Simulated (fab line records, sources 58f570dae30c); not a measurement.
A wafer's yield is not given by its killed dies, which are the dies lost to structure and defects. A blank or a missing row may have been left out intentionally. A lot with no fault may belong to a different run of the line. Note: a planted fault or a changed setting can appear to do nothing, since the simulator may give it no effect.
A single fault, viewed from 2 desks | flow berkeleyCmos170 | only its own numbers are on each desk; what lay behind them is given at the end

TOOL OWNER'S DESK, plasmaAsher-02
The tool's own readings at UCB170_PSD_STRIP_09 (strips in O2): means of the sampled wafers that have a number, for each lot that ran on this tool. Any lot whose mean is over 4 standard deviations away from the usual mean is out of limits and marked OUT; that distance is given in the brackets.
Columns: A = chamberPressureMTorr at UCB170_PSD_STRIP_09, usual 3500 mTorr; B = drypumpMotorCurrentA at UCB170_PSD_STRIP_09, usual 5.5 A; C = oesProductAu at UCB170_PSD_STRIP_09, usual 0.601 a.u.; D = stripTimeToEndpointS at UCB170_PSD_STRIP_09, usual 29.40 s
lot  | first seen here | A                      | B   | C     | D
L515 | day 7 06:11     | 3500                   | 6.0 | 0.603 | 29.42
L516 | day 7 21:22     | 3501                   | 6.1 | 0.598 | 29.44
L523 | day 9 16:05     | 3500                   | 6.1 | 0.607 | 29.47
L534 | day 10 23:45    | 4668 (+99 or more) OUT | 6.0 | 0.599 | 29.49
L533 | day 11 00:01    | 4661 (+99 or more) OUT | 6.0 | 0.600 | 29.26
This desk finds L533, L534 out of limits, L534 being first, at day 10 23:45 (chamberPressureMTorr at UCB170_PSD_STRIP_09). Within limits: L515, L516, L523.

FROM THE METROLOGY DESK
Means of the sampled wafers that have a number, per lot and without regard to the tool the lot ran on: this is what the gauges read. Any lot whose mean is over 4 standard deviations away from the usual mean is out of limits and marked OUT; that distance is given in the brackets.
Columns: A = PVT_OVL at UCB170_PVT_OVL_MEAS_06, usual -2 nm; B = PLDD_OVL at UCB170_PLDD_OVL_MEAS_07, usual 3 nm
lot  | first seen here | A   | B
L511 | day 4 21:41     | 0   | 0
L513 | day 5 22:43     | 9   | -2
L512 | day 6 03:40     | -2  | 6
L515 | day 6 04:23     | -14 | 8
L516 | day 7 01:17     | 9   | 10
L520 | day 7 04:26     | -3  | -5
L522 | day 8 01:29     | 1   | -1
L526 | day 8 20:36     | -4  | 4
L523 | day 8 20:48     | 2   | 7
L527 | day 9 00:58     | 1   | 6
L533 | day 10 01:29    | -2  | -1
L532 | day 10 01:45    | -6  | -2
L531 | day 10 02:35    | -3  | 5
L534 | day 10 03:13    | -7  | 4
This desk found nothing out of limits on any of the 14 lots.

PUT TOGETHER
The tool owner's desk had the chance to raise an alarm at day 10 23:45 on L533, L534.
From the metrology desk's view, nothing was out of limits.
The metrology desk holds a record of L533, L534, inside its limits.
Of the lots named, all ran UCB170_PSD_STRIP_09 on plasmaAsher-02.

WHAT THE SIMULATOR HAD INSERTED
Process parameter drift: plasmaAsher-02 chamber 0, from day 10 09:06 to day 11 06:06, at UCB170_PSD_STRIP_09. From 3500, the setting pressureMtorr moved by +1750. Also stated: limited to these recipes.
Struck lots among those shown: L533, L534.
Time in hours from fault onset to the first out-of-limits reading at each desk: the tool owner's desk, 15.
